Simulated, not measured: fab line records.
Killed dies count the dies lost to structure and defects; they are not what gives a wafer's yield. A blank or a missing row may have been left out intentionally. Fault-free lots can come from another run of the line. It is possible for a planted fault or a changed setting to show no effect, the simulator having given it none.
fab line records	flow berkeley-cmos170
record lots=6	wafers=17	last-day=12
route steps=331 shown M1@238
lots that met no fault: from a run of the same line without faults
start-h: start of the lot's first displayed wafer, in hours after the record's first day	wait-h: hours from the lot's prior step to this one	" identical to the entry in the row above	L1.1+2: a single row standing in for several wafers	- no value present, or no start provided	* or withheld: withheld	< > ~ a bound
route shown NAME@n: names a module that has steps shown in the file, with the first one's number in the route	usual: mean/standard deviation of fault-free wafers	same: alike in all rows	chamber/n: place in a boat	sites: readings site by site	_std_site: the values' standard deviation	_edge_site: outer sites' mean less inner sites'	radius-mm: for every site, how far away it sits from the centre of the wafer	mask NAME#n: copy n	behind: tool/chamber where the wafer was last shaped	hold: what put the lot on hold/how long, in hours/how the hold closed	device: whichever transistor did not switch (one of n, p or np)	end of line: the same wafers' tests at the end of the route	step lacking rows: just its recipe	killed: count of dies lost to structure and defects at first sort (not the wafer's yield)	map: a wafer's dies, marking killed ones x, the rest . and places with no die _
set.NAME: the setting that was run; set.NAME@STEP: the one run at that earlier step	model.NAME: the simulator's own value behind a step, which no gauge read
lots seen at some steps along the route; tables by step, rows by wafer
services: from which hour (start-h, from the record's first day; less than 0 if before it) a tool's chamber was out of use, for how many hours, and why
## steps
# step UCB170_M1_SPUTTER_00
# recipe material=Al	target-thk-nm=600	time-s=80	power-w=6000	chamber-pressure-pa=0.5
# usual throttle-valve-pct=29.8/1.3
lot.wafer	tool	chamber	start-h	wait-h	throttle-valve-pct
L118.1	pvd-sputter-02	-	147.13	0.0	27.8
L118.3	"	-	"	"	30.3
L118.6	"	-	"	"	27.9
L120.3	pvd-sputter-04	-	155.55	0.0	29.9
L120.4	"	-	"	"	27.1
L120.6	"	-	"	"	27.3
L131.1	pvd-sputter-04	-	207.07	0.0	30.9
L131.6	"	-	"	"	30.8
L132.2	pvd-sputter-04	-	218.18	0.0	30.9
L132.4	"	-	"	"	31.3
L132.5	"	-	"	"	30.1
L137.3	pvd-sputter-03	-	255.98	0.0	29.6
L137.5	"	-	"	"	29.5
L137.6	"	-	"	"	29.2
L136.2	pvd-sputter-02	-	261.20	0.0	30.6
L136.4	"	-	"	"	29.6
L136.6	"	-	"	"	30.5
# step UCB170_M1_RS_MEAS_01
# recipe thk-meas-gauge=four-point-probe	reads=Al_of_M1_SPUTTER_00
# usual M1_AL_RS=0.0481/0.00057
lot.wafer	tool	chamber	start-h	wait-h	M1_AL_RS[ohm/sq]
L118.1	film-metro-02	-	147.20	0.0	0.0474
L118.3	"	-	"	"	0.0483
L118.6	"	-	"	"	0.0473
L120.3	film-metro-02	-	155.65	0.1	0.0484
L120.4	"	-	"	"	0.0480
L120.6	"	-	"	"	0.0481
L131.1	film-metro-03	-	207.13	0.0	0.0484
L131.6	"	-	"	"	0.0485
L132.2	film-metro-02	-	218.27	0.1	0.0482
L132.4	"	-	"	"	0.0483
L132.5	"	-	"	"	0.0494
L137.3	film-metro-02	-	256.08	0.1	0.0492
L137.5	"	-	"	"	0.0478
L137.6	"	-	"	"	0.0486
L136.2	film-metro-03	-	261.29	0.1	0.0487
L136.4	"	-	"	"	0.0475
L136.6	"	-	"	"	0.0489
# step UCB170_M1_THK_MEAS_02
# recipe thk-meas-gauge=xrf	reads=Al_of_M1_SPUTTER_00
# usual M1_AL_THK=606/7.2
lot.wafer	tool	chamber	start-h	wait-h	M1_AL_THK[nm]
L118.1	film-metro-02	-	147.32	0.1	613
L118.3	"	-	"	"	602
L118.6	"	-	"	"	614
L120.3	film-metro-02	-	155.75	0.1	604
L120.4	"	-	"	"	606
L120.6	"	-	"	"	609
L131.1	film-metro-03	-	207.25	0.1	600
L131.6	"	-	"	"	597
L132.2	film-metro-02	-	218.38	0.1	600
L132.4	"	-	"	"	598
L132.5	"	-	"	"	592
L137.3	film-metro-02	-	256.18	0.1	596
L137.5	"	-	"	"	615
L137.6	"	-	"	"	602
L136.2	film-metro-03	-	261.40	0.1	599
L136.4	"	-	"	"	608
L136.6	"	-	"	"	593
# step UCB170_M1_COAT_03
# recipe resist=BARC	temp-c=withheld	time-s=withheld	spin-rpm=3000	resist-thk-nm=withheld
# step UCB170_M1_COAT_04
# recipe resist=KrF	spin-rpm=1500	resist-thk-nm=900
# step UCB170_M1_SOFTBAKE_05
# recipe resist=KrF	temp-c=130	time-s=60
# step UCB170_M1_EXPOSE_06
# recipe mask-id=METAL1	target-cd-nm=700	na=0.5	sigma-outer=0.6	source-shape=conventional	dose-mj=21
# step UCB170_M1_PEB_07
# recipe peb-temp-c=130	peb-time-s=withheld	resist=KrF
# step UCB170_M1_DEVELOP_08
# recipe developer=TMAH	develop-time-s=45	resist=KrF	dev-temp-c=21
# step UCB170_M1_CD_MEAS_09
# recipe target-cd-nm=700
# usual cd-nm=699.5/1.3
lot.wafer	tool	chamber	start-h	wait-h	cd-nm
L118.1	cd-sem-02	-	148.95	-	699.1
L118.3	"	-	"	"	698.4
L118.6	"	-	"	"	701.1
L120.3	cd-sem-02	-	157.01	-	698.8
L120.4	"	-	"	"	700.4
L120.6	"	-	"	"	699.9
L131.1	cd-sem-01	-	208.63	-	699.1
L131.6	"	-	"	"	698.2
L132.2	cd-sem-01	-	219.49	-	701.4
L132.4	"	-	"	"	699.8
L132.5	"	-	"	"	701.8
L137.3	cd-sem-01	-	257.71	-	697.8
L137.5	"	-	"	"	695.9
L137.6	"	-	"	"	695.7
L136.2	cd-sem-02	-	267.89	-	699.3
L136.4	"	-	"	"	699.1
L136.6	"	-	"	"	698.7
# step UCB170_M1_OVL_MEAS_10
# usual M1_OVL=0/4.9
lot.wafer	tool	chamber	start-h	wait-h	M1_OVL[nm]
L118.1	overlay-02	-	149.07	0.1	2
L118.3	"	-	"	"	-4
L118.6	"	-	"	"	10
L120.3	overlay-01	-	157.11	0.1	6
L120.4	"	-	"	"	-1
L120.6	"	-	"	"	5
L131.1	overlay-01	-	208.75	0.1	-4
L131.6	"	-	"	"	-5
L132.2	overlay-01	-	219.60	0.1	-3
L132.4	"	-	"	"	10
L132.5	"	-	"	"	3
L137.3	overlay-01	-	257.81	0.1	-5
L137.5	"	-	"	"	2
L137.6	"	-	"	"	-1
L136.2	overlay-02	-	268.00	0.1	-2
L136.4	"	-	"	"	-2
L136.6	"	-	"	"	-3
# step UCB170_M1_ETCH_11
# recipe chemistry=N2/H2	target-depth-a=withheld	overetch-a=withheld	target=BARC	time-s=withheld	source-w=500	bias-w=100	pressure-mtorr=30	n2-flow-sccm=100	h2-flow-sccm=200
# usual drypump-motor-current-A=5.7/0.48	oes-product-au=0.985/0.023	rf-fwd-power-W=495.3/2	throttle-valve-pct=13.40/0.15
lot.wafer	tool	chamber	start-h	wait-h	drypump-motor-current-A	oes-product-au	rf-fwd-power-W	throttle-valve-pct
L118.1	rie-diel-01	0	149.11	0.0	5.1	0.984	495.8	13.51
L118.3	"	3	"	"	5.5	0.986	495.6	13.56
L118.6	"	0	"	"	5.1	0.979	495.2	13.50
L120.3	rie-diel-04	2	157.13	0.0	5.4	0.938	492.1	13.41
L120.4	"	3	"	"	5.7	0.986	496.7	13.16
L120.6	"	2	"	"	5.4	0.941	492.7	13.39
L131.1	rie-diel-03	0	208.79	0.0	5.8	1.003	493.7	12.89
L131.6	"	1	"	"	5.6	0.996	491.4	13.42
L132.2	rie-diel-01	0	219.63	0.0	5.0	0.991	494.4	13.50
L132.4	"	2	"	"	6.5	0.986	495.6	13.47
L132.5	"	3	"	"	5.5	1.005	497.9	13.55
L137.3	rie-diel-04	1	257.83	0.0	6.4	0.935	500.5	13.34
L137.5	"	2	"	"	5.4	0.946	494.0	13.39
L137.6	"	3	"	"	5.7	0.982	496.3	13.17
L136.2	rie-diel-01	2	268.03	0.0	6.5	0.995	494.4	13.49
L136.4	"	3	"	"	5.5	0.995	495.4	13.58
L136.6	"	2	"	"	6.5	0.973	493.0	13.48
# step UCB170_M1_METAL_ETCH_12
# recipe chemistry=Cl2/BCl3	target=Al	stop-on=PSG	pressure-mtorr=12	target-depth-a=7800	over-etch-frac=0.3	time-s=130	icp-w=600	bias-w=120	Cl2_flow_sccm=90	bcl3-flow-sccm=45
# usual drypump-motor-current-A=5.6/0.35	oes-product-au=0.853/0.015	rf-fwd-power-W=597.3/1.9	run-length-s=157.9/0.43	throttle-valve-pct=24.19/0.19
lot.wafer	tool	chamber	start-h	wait-h	drypump-motor-current-A	oes-product-au	rf-fwd-power-W	rf-hours-counter-h	run-length-s	throttle-valve-pct	model.KrF_of_M1_COAT_04.thk-nm	model.M1.feature-depth-nm	model.etch.depth-nm
L118.1	rie-metal-04	1	149.15	-	5.3	0.850	594.9	7	158.3	24.06	415.1	651.2	612.1
L118.3	"	0	"	"	5.1	0.846	596.1	-	158.6	24.60	453.4	639.1	602.7
L118.6	"	1	"	"	5.2	0.858	596.2	-	158.1	24.07	414.1	654.5	615.2
L120.3	rie-metal-01	1	157.22	-	5.6	0.845	599.1	-	158.0	24.31	430.1	639.7	601.6
L120.4	"	0	"	"	5.9	0.830	599.9	-	157.7	24.15	456	641.8	605.7
L120.6	"	1	"	"	5.6	0.852	598.5	-	157.9	24.30	428.1	643.5	605.2
L131.1	rie-metal-01	0	208.83	-	5.9	0.936	-	4	124.1	24.11	571.3	547.2	547.2
L131.6	"	0	"	"	5.9	0.940	-	-	124.0	24.10	569.3	546.6	546.6
L132.2	rie-metal-01	1	219.67	-	5.6	0.861	597.8	12	157.8	24.30	435.6	640	602.2
L132.4	"	1	"	"	5.6	0.855	596.0	-	157.7	24.31	438.3	639	601.2
L132.5	"	0	"	"	5.9	0.937	-	-	124.1	24.10	574.4	542.6	542.6
L137.3	rie-metal-02	0	257.92	-	5.7	0.867	597.4	-	157.4	24.02	440.9	629.2	592.4
L137.5	"	0	"	"	5.6	0.870	597.5	-	157.6	24.00	443.2	644.1	607.5
L137.6	"	1	"	"	6.1	0.850	599.4	-	157.3	24.07	450.6	634.9	598
L136.2	rie-metal-04	1	268.07	-	5.3	0.840	596.1	9	158.6	24.08	407.7	639.1	599.2
L136.4	"	0	"	"	5.0	0.853	597.2	-	158.8	24.58	445.4	650.8	613.8
L136.6	"	1	"	"	5.2	0.840	595.7	-	158.1	24.08	411.7	635.5	596.1
# step UCB170_M1_STRIP_13
# recipe chemistry=O2	power-w=400	pressure-mtorr=3500	platen-temp-c=withheld	o2-flow-sccm=400	overash-fraction=0.5
# usual drypump-motor-current-A=5.79/0.24	o2-flow-sccm=400.1/1.3	oes-product-au=0.720/0.0051
lot.wafer	tool	chamber	start-h	wait-h	drypump-motor-current-A	o2-flow-sccm	oes-product-au	rf-hours-counter-h
L118.1	plasma-asher-01	1	149.28	0.1	5.60	399.0	0.720	37
L118.3	"	1	"	"	5.62	399.8	0.711	-
L118.6	"	1	"	"	5.60	400.5	0.719	-
L120.3	plasma-asher-03	0	157.34	0.1	6.01	398.5	0.712	-
L120.4	"	1	"	"	5.72	400.5	0.719	-
L120.6	"	0	"	"	6.01	401.5	0.724	-
L131.1	plasma-asher-03	0	208.96	0.1	6.02	399.1	0.723	52
L131.6	"	1	"	"	5.71	399.4	0.726	-
L132.2	plasma-asher-01	1	219.80	0.1	5.59	401.0	0.720	45
L132.4	"	1	"	"	5.60	401.1	0.718	-
L132.5	"	0	"	"	5.52	400.2	0.719	-
L137.3	plasma-asher-04	1	258.04	0.1	6.23	399.0	0.717	-
L137.5	"	0	"	"	5.83	398.5	0.727	-
L137.6	"	1	"	"	6.20	397.9	0.718	-
L136.2	plasma-asher-04	0	268.21	0.1	5.81	401.7	0.717	61
L136.4	"	1	"	"	6.20	399.2	0.725	-
L136.6	"	1	"	"	6.23	399.8	0.717	-
# step UCB170_M1_CD_MEAS_90
# recipe target-cd-nm=700
# usual cd-nm=700.2/2.9
lot.wafer	tool	chamber	start-h	wait-h	cd-nm
L118.1	cd-sem-02	-	149.52	0.2	698.6
L118.3	"	-	"	"	700.4
L118.6	"	-	"	"	700.5
L120.3	cd-sem-02	-	157.70	0.3	693.9
L120.4	"	-	"	"	704.5
L120.6	"	-	"	"	698.0
L131.1	cd-sem-02	-	209.06	0.1	710.3
L131.6	"	-	"	"	708.2
L132.2	cd-sem-02	-	219.92	0.1	695.4
L132.4	"	-	"	"	692.6
L132.5	"	-	"	"	710.8
L137.3	cd-sem-02	-	258.15	0.1	702.2
L137.5	"	-	"	"	700.4
L137.6	"	-	"	"	699.6
L136.2	cd-sem-02	-	268.33	0.1	696.9
L136.4	"	-	"	"	697.5
L136.6	"	-	"	"	697.0
# step UCB170_M1_ANNEAL_14
# recipe temp-c=400	time-s=1200	ambient=forming-gas
## services
tool	chamber	start-h	hours	kind
rie-diel-01	3	124.84	-	clean
rie-diel-01	3	124.84	24.0	scheduled-down
rie-diel-01	3	124.84	24.0	vent-cycle
pvd-sputter-03	-	136.17	29.0	repair
pvd-sputter-03	-	137.62	2.8	repair
rie-diel-01	1	148.83	-	clean
rie-diel-01	1	148.83	19.1	scheduled-down
rie-diel-01	1	148.83	19.1	vent-cycle
rie-diel-04	0	158.09	3.2	repair
rie-metal-01	0	171.21	2.4	repair
plasma-asher-01	-	187.29	3.8	repair
rie-diel-03	0	188.29	-	clean
rie-diel-03	0	188.29	13.1	scheduled-down
rie-diel-03	0	188.29	13.1	vent-cycle
rie-diel-04	3	193.43	1.3	repair
pvd-sputter-03	-	218.50	9.4	repair
rie-diel-04	-	222.43	0.9	repair
rie-diel-03	-	222.58	2.8	pm
plasma-asher-03	-	224.28	4.2	repair
rie-diel-03	-	241.01	15.6	pm
rie-diel-03	3	262.69	5.1	repair
## key
first-sign step=UCB170_M1_METAL_ETCH_12	reading=run-length-s	direction=down	sigmas=78	usual=*	struck=*
effect step=UCB170_M1_METAL_ETCH_12	reading=oes-product-au	direction=up	sigmas=5.7	usual=0.853	struck=0.937
effect step=UCB170_M1_CD_MEAS_90	reading=cd-nm	direction=up	sigmas=3.4	usual=700.2	struck=709.8
model-effect step=UCB170_M1_METAL_ETCH_12	value=KrF_of_M1_COAT_04.thk-nm	without=461.7	struck=571.6
met-at UCB170_M1_METAL_ETCH_12
struck-wafers L131.1,L131.6,L132.5
later-rows-left-out L131.1,L131.6,L132.5
sort-left-out L131.1,L131.6,L132.5
tester-left-out L131
onset-between 157.22 208.83
earlier-fault kind=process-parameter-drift	tool=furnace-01	chamber=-	onset-h=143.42	steps=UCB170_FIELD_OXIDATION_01	channel=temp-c	offset=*	shape=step	end-h=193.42	acts-in=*	stated=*
fault kind=process-parameter-drift	tool=rie-metal-01	chamber=0	onset-h=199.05	steps=UCB170_M1_METAL_ETCH_12	channel=time-s	offset=*	shape=step	acts-in=*	stated=*
# tester-left-out: of these lots the tester's yield and bins aren't shown, on N5 and GAA mostly nor the transistor test; their killed dies are dies lost to structure and defects alone, not to doping, threshold or leakage, so they don't give the yield
# sort-left-out: the simulated sort isn't trusted on such a fault, so these wafers' sort isn't shown, and their yield isn't known
# later-rows-left-out: the simulator's readings of these wafers behind a module that went badly wrong aren't trusted and aren't shown, but for the sort
